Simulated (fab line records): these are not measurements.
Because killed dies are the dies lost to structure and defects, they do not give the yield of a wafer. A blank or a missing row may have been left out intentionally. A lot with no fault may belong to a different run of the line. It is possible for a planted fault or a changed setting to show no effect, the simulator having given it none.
Struck lot and sound lot, side by side | flow berkeley cmos170 | 15 out of 331 route steps
Sound: the wafers L727.1, L727.3, L727.6. Wafers L731.2, L731.5, L731.6 were the ones struck. The cause comes at the end.
For every step that has rows: the tool of each side, followed by ch and its chambers, followed by its first start. Under that, the readings that differ: sound wafers | struck wafers | difference of the means | sigmas: that difference in standard deviations of wafers without a fault.
alike: readings whose means differ by less than 2 such deviations, and words and numbers that are the same on both sides. not compared: withheld readings, readings that some wafer has no value for, bounds like >300 that may hide the same value, and numbers for which the record gives no deviation and whose values overlap.
A row with sigmas, a row that says differs or no value, or rows on one side alone: a step with any of these is where the two part. Numbers that have no deviation but don't overlap get no sigmas and don't part them. A reading missing from all wafers of one side parts the sides only when that side holds two or more wafers.

UCB170_NVT_OVL_MEAS_06:
  sound on overlay-01 at day 7 20:13; struck on overlay-01 at day 8 10:21
  alike: NVT_OVL
after that, 1 step had no rows for these wafers: UCB170_NVT_IMPLANT_07.
UCB170_NVT_STRIP_08: strips in O2.
  sound on plasma asher-04 ch 0,1, day 7 20:25; struck on plasma asher-02 ch 0,1, day 8 10:32
  reading                     | sound          | struck         | difference | sigmas
  drypump motor current A (A) | 5.79 5.72 5.82 | 5.11 5.65 5.10 | -0.49      | -2
  alike: oes product au, strip time to endpoint s
  not compared: rf hours counter h
UCB170_NVT_TW_MEAS_09:
  sound on film metro-02 at day 7 20:31; struck on film metro-01 at day 8 10:38
  reading | sound             | struck            | difference | sigmas
  NVT_TW  | 518.2 517.6 515.0 | 520.4 522.9 523.9 | +5.5       | +2
then, 7 steps without rows for these wafers: UCB170_NVT_CLEAN_10 (cleans in SPM, time 600 s); UCB170_PVT_HMDS_00 (prime time 60 s); UCB170_PVT_COAT_01 (resist thk 900 nm); UCB170_PVT_SOFTBAKE_02 (time 60 s); UCB170_PVT_EXPOSE_03 (exposes mask NWELL, target cd 3000 nm); UCB170_PVT_PEB_04; UCB170_PVT_DEVELOP_05 (develop time 45 s).
UCB170_PVT_OVL_MEAS_06:
  sound on overlay-01 at day 8 00:39; struck on overlay-01 at day 8 13:09
  alike: PVT_OVL
UCB170_PVT_IMPLANT_07:
  sound on implanter-02 ch 0, day 8 00:46; struck on implanter-01 ch 0, day 8 13:12
  reading            | sound             | struck            | difference | sigmas
  tilt deg (degrees) | 7.010 6.988 7.034 | 5.387 5.390 5.390 | -1.622     | -85
UCB170_PVT_STRIP_08: strips in O2.
  sound on plasma asher-02 ch 0, day 8 00:55; struck on plasma asher-01 ch 0,1, day 8 13:20
  reading                     | sound          | struck         | difference | sigmas
  drypump motor current A (A) | 5.12 5.12 5.12 | 5.65 5.68 5.64 | +0.54      | +3
  alike: oes product au, strip time to endpoint s
  not compared: rf hours counter h
UCB170_M3_PROBE_99:
  the record has rows for the sound wafers here (prober-01, day 10 08:50) and none for the struck ones

WHERE THEY PART
At UCB170_NVT_STRIP_08 first; at UCB170_M3_PROBE_99 last (within this record only).

WHY: the cause the simulator had injected
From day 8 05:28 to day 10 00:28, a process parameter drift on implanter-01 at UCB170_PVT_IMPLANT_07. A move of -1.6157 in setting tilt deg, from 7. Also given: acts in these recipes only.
